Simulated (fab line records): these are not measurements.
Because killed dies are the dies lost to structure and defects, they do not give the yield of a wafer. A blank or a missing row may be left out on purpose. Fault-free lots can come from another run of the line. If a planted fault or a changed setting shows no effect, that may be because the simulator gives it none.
Comparing a struck lot with a sound one + flow berkeleyCmos170 + 14 steps out of a route of 331
Sound: the wafers L330.2, L330.3, L330.5. Struck: wafers L323.2, L323.4, L323.6. The cause is given at the end.
At each step with rows: each side's tool, then ch and its chambers, then its first start. Under that, the readings that differ: sound wafers + struck wafers + difference of the means + sigmas: that difference in standard deviations of wafers without a fault.
alike: words and numbers the same on both sides, and readings whose means are apart by under 2 such deviations; not compared: readings that were withheld, readings missing a value for some wafer, numbers with overlapping values and no deviation given by the record, and bounds like >300 which may hide the same value.
Wherever a step has rows on one side only, a row that says differs or no value, or a row with sigmas, the two part there. When numbers do not overlap yet have no deviation, they are printed without sigmas and do not part them. A reading that every wafer of one side lacks parts them only if that side has two wafers or more.

first, 5 steps without rows for these wafers: UCB170_NWELL_WET_ETCH_18 (etches Si3N4 in H3PO4, time 14400 s); UCB170_NWELL_WET_ETCH_19 (etches SiO2 in BOE, time 22 s); UCB170_PWELL_CLEAN_00 (cleans in SPM, time 600 s); UCB170_PWELL_CLEAN_01 (cleans in dHF, time 60 s); UCB170_PWELL_OXIDATION_02 (target thk 26.4 nm, ox time 1260 s).
UCB170_PWELL_THK_MEAS_03:
  sound on filmMetro-03 at day 7 11:30; struck on filmMetro-04 at day 6 00:44
| reading              | sound          | struck         | difference | sigmas |
|----------------------|----------------|----------------|------------|--------|
| PWELL_OXIDE_THK (nm) | 25.7 25.4 25.6 | 26.7 26.3 26.5 | +0.9       | +2     |
then, 2 steps without rows for these wafers: UCB170_PWELL_ANNEAL_04 (time 900 s); UCB170_PWELL_CVD_05 (deposits Si3N4 from SiH2Cl2/NH3, target thk 220 nm, time 3300 s).
UCB170_PWELL_THK_MEAS_06:
  sound on filmMetro-03 at day 7 18:55; struck on filmMetro-03 at day 6 10:20
  alike: PWELL_NITRIDE_THK
then, 3 steps without rows for these wafers: UCB170_PWELL_HMDS_07 (prime time 60 s); UCB170_PWELL_COAT_08 (resist thk 900 nm); UCB170_PWELL_SOFTBAKE_09 (time 60 s).
UCB170_PWELL_EXPOSE_10: exposes mask PWELL, target cd 3000 nm.
  sound on krfScanner-01 ch 0, day 7 19:46; struck on krfScanner-02, day 6 11:23
  no value came back on the struck wafers for exposureDoseMJCm2, focusOffsetNm (nm); on the sound wafers exposureDoseMJCm2 reads 18.796 18.834 18.789
  alike: mask
next, for these wafers, 1 step has no rows: UCB170_PWELL_PEB_11.

WHERE THEY PART
At UCB170_PWELL_THK_MEAS_03 first; at UCB170_PWELL_EXPOSE_10 last (within this record only).

WHY: the cause the simulator had injected
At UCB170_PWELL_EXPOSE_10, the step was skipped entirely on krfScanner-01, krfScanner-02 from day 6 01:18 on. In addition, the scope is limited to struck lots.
